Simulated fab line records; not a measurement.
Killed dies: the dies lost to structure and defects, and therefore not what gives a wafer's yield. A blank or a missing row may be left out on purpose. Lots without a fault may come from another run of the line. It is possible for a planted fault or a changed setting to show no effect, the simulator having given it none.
Problem report, 8D (eight disciplines) form, completed by code / flow berkeley-cmos170 / the parts of the form that need people (team, actions taken, sign-off) are left out

1. WHAT IS WRONG
Mean of oes-product-au at UCB170_NWELL_ETCH_13: 0.847 a.u. across 2 wafers in 2 lots; on wafers with no fault it is 0.947 a.u. (standard deviation 0.012). That is -8.4 standard deviations from the usual mean.
The step: etches Si3N4 in CH3F/Ar/O2, stops on SiO2, target depth 246.4 nm, time 154 s.
The first sign was on wafer L513.2 at day 4 03:21, on rie-diel-02. The record holds 18 wafers of 6 lots with a number at this step. The rule behind "out" and "out of limits": a value lying over 4 standard deviations away from the usual mean. The other wafers with a number count as sound.

2. WHAT IT IS; WHAT IT IS NOT
question=which readings at this step | is=oes-product-au | is not=CH3F_flow_sccm, drypump-motor-current-A, throttle-valve-pct
question=which lots | is=L513, L515 | is not=L507, L508, L518, L527
question=which wafers of those lots | is=L513.2, L515.3 | is not=L513.3, L513.4, L515.1, L515.5
question=read on which tools | is=rie-diel-02 | is not=rie-diel-04
question=when | is=from day 4 03:21 | is not=up to then (8 sound wafers); but 8 sound wafers of L515, L518, L527 came after

3. THE SUSPECTS, EACH WITH WHAT RULES IT OUT
Counting: if a tool at a process step up to the reading ran every lot that is out, it stays a suspect. Sound lots after the first of them don't rule it out here, since some wafers of a struck lot are sound.
- rie-diel-02 at UCB170_NWELL_ETCH_13 (etches Si3N4 in CH3F/Ar/O2, stops on SiO2, target depth 246.4 nm, time 154 s): kept. It ran every lot that is out, first L513 (day 4 03:21); its last sound lot up to then is L507 (day 2 21:33). Its own oes-product-au readings are out on those wafers.
- Within rie-diel-02 at UCB170_NWELL_ETCH_13: the wafers that are out ran in chamber 2; their sound lot-mates ran in chambers 0, 3.
Remaining after the count: rie-diel-02 at UCB170_NWELL_ETCH_13.

4. THE CAUSE (what the simulator had put in)
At UCB170_NWELL_ETCH_13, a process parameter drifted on rie-diel-02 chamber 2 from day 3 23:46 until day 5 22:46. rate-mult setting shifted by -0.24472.
Only this tool survived the counting.

5. THE EFFECT CHAIN, in route order
Each row: a reading whose mean over the struck wafers that have a number lies more than 3 standard deviations from the usual. Only readings for which the record gives a usual standard deviation are gone through. hours: the time from each lot's start at the first step in this table that gives one to its start at this step, as a median over the lots. sigmas: the change in usual standard deviations.
hours=0; step=UCB170_NWELL_ETCH_13; reading=oes-product-au; usual=0.947 a.u.; on struck wafers=0.847; change=-0.100; sigmas=-8.4
hours=0; step=UCB170_NWELL_STRIP_15; reading=strip-time-to-endpoint-s; usual=17.98 s; on struck wafers=18.96; change=+0.98; sigmas=+11
Process steps it contains:
- UCB170_NWELL_ETCH_13: etches Si3N4 in CH3F/Ar/O2, stops on SiO2, target depth 246.4 nm, time 154 s.
- UCB170_NWELL_STRIP_15: strips in O2.
At these later measuring or inspecting steps, every struck wafer for which the step has a row has a number for every such reading, and none has moved that far: UCB170_NWELL_TW_MEAS_16.

6. HOW IT WOULD HAVE BEEN CAUGHT EARLIER
In this record the first reading out of limits was taken at day 4 03:21, 4 hours after the fault began at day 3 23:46.
